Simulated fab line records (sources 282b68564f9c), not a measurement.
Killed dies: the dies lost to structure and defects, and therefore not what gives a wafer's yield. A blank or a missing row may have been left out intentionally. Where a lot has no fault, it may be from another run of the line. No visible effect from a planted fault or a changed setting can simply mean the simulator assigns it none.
Which tool is to blame?	flow ritCmos	15 lots with 45 wafers sampled at 4 steps, on a route of 202 steps

## WHAT THE GAUGES SHOWED, per wafer
RIT_ACTIVE_BOW_MEAS_00. Usual: INCOMING_BOW -1 um, standard deviation 6.6.
lot	measured	on	INCOMING_BOW (um)	flag
L490	day 1 10:01	filmMetro-01	-12 -9 -2	
L492	day 1 20:01	filmMetro-04	-15 -3 9	
L493	day 2 01:00	filmMetro-04	0 -8 5	
L494	day 2 06:02	filmMetro-01	-2 4 8	
L496	day 2 16:02	filmMetro-04	1 3 9	
L497	day 2 21:00	filmMetro-02	8 6 -6	
L498	day 3 02:00	filmMetro-01	0 -2 7	
L500	day 3 12:02	filmMetro-01	4 -2 -2	
L501	day 3 17:00	filmMetro-02	-8 0 -6	
L502	day 3 22:00	filmMetro-01	-5 3 4	
L503	day 4 03:00	filmMetro-01	5 15 0	
L505	day 4 13:01	filmMetro-04	-1 -11 3	
L506	day 4 18:02	filmMetro-04	-11 3 -2	
L508	day 5 04:00	filmMetro-01	-3 1 -5	
L509	day 5 09:00	filmMetro-01	10 7 2	

RIT_PWELL_OVL_MEAS_06. Usual: PWELL_OVL -0.2 nm, standard deviation 1.4.
lot	measured	on	PWELL_OVL (nm)	flag
L490	day 1 22:50	overlay-01	0.3 0.1 1.0	
L492	day 2 08:01	overlay-01	-3.0 -1.4 -0.1	
L493	day 2 13:29	overlay-02	-0.7 -1.1 -1.0	
L494	day 2 17:58	overlay-02	1.2 2.2 1.0	
L496	day 3 04:08	overlay-01	-1.0 1.2 -0.3	
L497	day 3 08:57	overlay-02	2.4 0.7 2.0	
L498	day 3 15:23	overlay-01	1.2 1.1 2.7	
L500	day 3 23:59	overlay-02	-0.2 -1.1 0.0	
L501	day 4 06:14	overlay-02	1.3 -0.9 1.2	
L502	day 4 09:56	overlay-02	-2.1 -2.7 -0.8	
L503	day 4 15:26	overlay-01	-1.4 -2.5 0.5	
L505	day 5 01:04	overlay-01	-0.2 -1.5 -0.3	
L506	day 5 06:13	overlay-01	0.2 0.2 -0.5	
L508	day 5 15:51	overlay-02	0.6 -1.5 1.9	
L509	day 5 22:40	overlay-02	-1.2 -2.8 -2.5	

RIT_NRETRO_OVL_MEAS_06. Usual: NRETRO_OVL -0.1 nm, standard deviation 2.
lot	measured	on	NRETRO_OVL (nm)	flag
L490	day 2 06:14	overlay-01	2.7 1.3 1.2	
L492	day 2 15:16	overlay-01	3.2 1.8 2.2	
L493	day 2 20:31	overlay-02	0.9 0.3 0.9	
L494	day 3 01:44	overlay-02	-2.1 -0.5 -3.0	
L496	day 3 11:51	overlay-01	1.1 0.5 0.0	
L497	day 3 15:57	overlay-02	-1.6 -2.7 -2.8	
L498	day 3 22:39	overlay-02	-2.5 -1.9 -1.6	
L500	day 4 06:52	overlay-01	1.9 2.6 1.8	
L501	day 4 13:14	overlay-01	-183.1 -180.9 -183.2	OFF
L502	day 4 16:56	overlay-02	-0.2 0.3 -0.6	
L503	day 4 23:22	overlay-01	-0.8 -0.1 0.2	
L505	day 5 08:14	overlay-01	-179.3 -179.0 -181.1	OFF
L506	day 5 13:12	overlay-02	-182.8 -182.7 -181.5	OFF
L508	day 5 23:13	overlay-02	1.8 0.0 0.8	
L509	day 6 05:32	overlay-02	-0.1 1.5 0.8	

## WHICH TOOL RAN EACH LOT (tool, then ch and the chambers of the sampled wafers, then the start)
lot	RIT_NRETRO_EXPOSE_03
L490	ilineStepper-01 ch 0, day 2 05:49
L492	ilineStepper-01 ch 0, day 2 14:35
L493	ilineStepper-01 ch 0, day 2 20:05
L494	ilineStepper-02 ch 0, day 3 01:20
L496	ilineStepper-01 ch 0, day 3 11:27
L497	ilineStepper-02 ch 0, day 3 15:31
L498	ilineStepper-02 ch 0, day 3 22:13
L500	ilineStepper-01 ch 0, day 4 06:28
L501	ilineStepper-02 ch 0, day 4 12:49
L502	ilineStepper-01 ch 0, day 4 16:30
L503	ilineStepper-01 ch 0, day 4 22:56
L505	ilineStepper-02 ch 0, day 5 07:49
L506	ilineStepper-02 ch 0, day 5 12:48
L508	ilineStepper-01 ch 0, day 5 22:47
L509	ilineStepper-01 ch 0, day 6 05:07
- RIT_NRETRO_EXPOSE_03: exposes mask M4, target cd 43900 nm.

## WHAT THE TOOLS THEMSELVES READ (means of the sampled wafers that have a number; where no wafer has one, the mark that the record gives instead)
The record holds no such reading with a usual standard deviation.

## THE ANSWER, worked out from the rows above alone
Rule: lot off if the mean of its wafers having a number is beyond 3 standard deviations from the usual mean. Also off: a lot with no number at a reading for which 4 or more lots have one. Where the step has rows for the other lots, those lots are counted as sound. First the gauges in route order, then the tools' own readings, where a lot's mean is used as printed above. At the first step where some lot is off, the reading lying furthest off is the one used; lots without a number count as furthest.
Off: at RIT_NRETRO_OVL_MEAS_06 (NRETRO_OVL), L501, L505, L506.
If a tool, at a process step before that reading, ran all the lots that are off and no sound lot after the first of them, it fits. The gauges at RIT_NRETRO_OVL_MEAS_06 are tried like those tools. One fits: ilineStepper-02 at RIT_NRETRO_EXPOSE_03. A fault onset in the window from L498 (day 3 22:13, its last sound lot) to L501 (day 4 12:49, its first lot off) fits.

## WHAT HAD BEEN PUT IN BY THE SIMULATOR
Scanner matching overlay: ilineStepper-02, from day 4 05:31 on, at RIT_NRETRO_EXPOSE_03. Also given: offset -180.
Lots struck among those shown: L501, L505, L506. This agrees with what the rule above found.
